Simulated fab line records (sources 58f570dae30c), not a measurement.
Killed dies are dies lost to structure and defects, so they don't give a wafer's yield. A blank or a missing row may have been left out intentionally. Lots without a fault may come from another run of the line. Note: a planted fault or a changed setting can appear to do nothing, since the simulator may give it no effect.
fab line records -- flow berkeley_cmos170
record: lots: 14, wafers: 42, last_day: 13
route steps=331 shown PFIELD@86
lots that met no fault: taken from a fault-free run of the same line
start_h: start of the lot's first displayed wafer, in hours after the record's first day -- wait_h: hours from the lot's prior step to this one -- " as in the row above -- L1.1+2: several wafers, shown together as one row -- - either no value or no given start -- * or withheld: withheld -- < > ~ a bound
route shown NAME@n: NAME is a module with steps in the file, n the number in the route of the first one -- usual: average and standard deviation across the fault-free wafers -- same: alike in all rows -- chamber/n: place in a boat -- sites: readings site by site -- _std_site: the standard deviation of these -- _edge_site: mean of outer sites minus mean of inner sites -- radius_mm: for every site, how far away it sits from the centre of the wafer -- mask NAME#n: copy n -- behind: tool/chamber where the wafer was last shaped -- hold: what put the lot on hold/how long, in hours/how the hold closed -- device: transistor that didn't switch, given as n, p or np -- end of line: the tests these same wafers got at the end of their route -- a step given without rows: its recipe and nothing more -- killed: at the first sort, the dies lost to defects and structure; wafer yield is something else -- map: per-die view of a wafer (x killed, . not killed, _ where there is no die)
set.NAME: the run value of the setting; set.NAME@STEP: its run value at that earlier step -- model.NAME: the simulator's own value behind a step, which no gauge read
the route's steps for a sample of lots (tables are steps, rows are wafers)
services: from which hour (start_h, from the record's first day; less than 0 if before it) a tool's chamber was out of use, for how many hours, and why
== steps ==
step: UCB170_PFIELD_IMPLANT_07
recipe: species: B, dose_cm2: 2e+13, energy_kev: 80, tilt_deg: 7
usual: beam_energy_keV: 79.999/0.026
lot.wafer,tool,chamber,start_h,wait_h,beam_energy_keV
L991.1,implanter-04,0,80.80,0.0,80.016
L991.3,implanter-04,0,80.80,0.0,80.026
L991.4,implanter-04,0,80.80,0.0,80.063
L994.1,implanter-01,0,100.92,0.0,79.985
L994.3,implanter-01,0,100.92,0.0,79.999
L994.5,implanter-01,0,100.92,0.0,79.998
L993.4,implanter-02,0,101.27,0.1,79.977
L993.5,implanter-02,0,101.27,0.1,80.005
L993.6,implanter-02,0,101.27,0.1,80.020
L996.2,implanter-04,0,113.40,0.0,79.943
L996.3,implanter-04,0,113.40,0.0,79.970
L996.5,implanter-04,0,113.40,0.0,79.954
L997.3,implanter-04,0,113.90,0.1,79.965
L997.4,implanter-04,0,113.90,0.1,80.017
L997.5,implanter-04,0,113.90,0.1,79.998
L998.1,implanter-01,0,125.09,0.0,80.023
L998.2,implanter-01,0,125.09,0.0,80.009
L998.4,implanter-01,0,125.09,0.0,80.003
L107.1,implanter-04,0,168.47,0.0,76.860
L107.2,implanter-04,0,168.47,0.0,76.873
L107.6,implanter-04,0,168.47,0.0,76.883
L109.1,implanter-04,0,180.43,0.0,76.933
L109.3,implanter-04,0,180.43,0.0,76.924
L109.6,implanter-04,0,180.43,0.0,76.903
L108.2,implanter-01,0,180.73,0.0,79.969
L108.3,implanter-01,0,180.73,0.0,80.016
L108.5,implanter-01,0,180.73,0.0,80.000
L110.2,implanter-02,0,188.26,0.0,80.035
L110.3,implanter-02,0,188.26,0.0,80.008
L110.6,implanter-02,0,188.26,0.0,79.991
L111.1,implanter-01,0,188.53,0.0,80.008
L111.2,implanter-01,0,188.53,0.0,80.030
L111.6,implanter-01,0,188.53,0.0,80.010
L112.1,implanter-02,0,199.03,0.0,80.018
L112.2,implanter-02,0,199.03,0.0,80.025
L112.6,implanter-02,0,199.03,0.0,80.007
L113.1,implanter-01,0,199.27,0.0,80.000
L113.2,implanter-01,0,199.27,0.0,79.992
L113.6,implanter-01,0,199.27,0.0,80.025
L114.3,implanter-01,0,209.88,0.1,79.987
L114.4,implanter-01,0,209.88,0.1,79.968
L114.6,implanter-01,0,209.88,0.1,80.010
== services ==
tool,chamber,start_h,hours,kind
implanter-04,-,84.50,4.9,repair
implanter-04,-,101.83,7.0,pm
implanter-01,-,137.14,5.2,pm
implanter-04,-,155.25,2.4,repair
implanter-02,-,188.65,5.2,pm
== key ==
first_sign: step: UCB170_PFIELD_IMPLANT_07, reading: beam_energy_keV, direction: down, sigmas: 99+, usual: 79.999, struck: 76.896
effect none on later readings
met_at UCB170_PFIELD_IMPLANT_07
struck_lots L107,L109
sort_left_out L107.1,L107.2,L107.6
tester_left_out L107,L109
onset_between 113.90 168.47
fault: kind: process_parameter_drift, tool: implanter-04, chamber: -, onset_h: 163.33, steps: UCB170_PFIELD_IMPLANT_07, channel: energy_kev, offset: -3.1069, shape: step, end_h: 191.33, acts_in: these_recipes_only, stated: 80
tester_left_out: of these lots the tester's yield and bins aren't shown, on N5 and GAA mostly nor the transistor test; their killed dies are dies lost to structure and defects alone, not to doping, threshold or leakage, so they don't give the yield
sort_left_out: the simulated sort isn't trusted on such a fault, so these wafers' sort isn't shown, and their yield isn't known
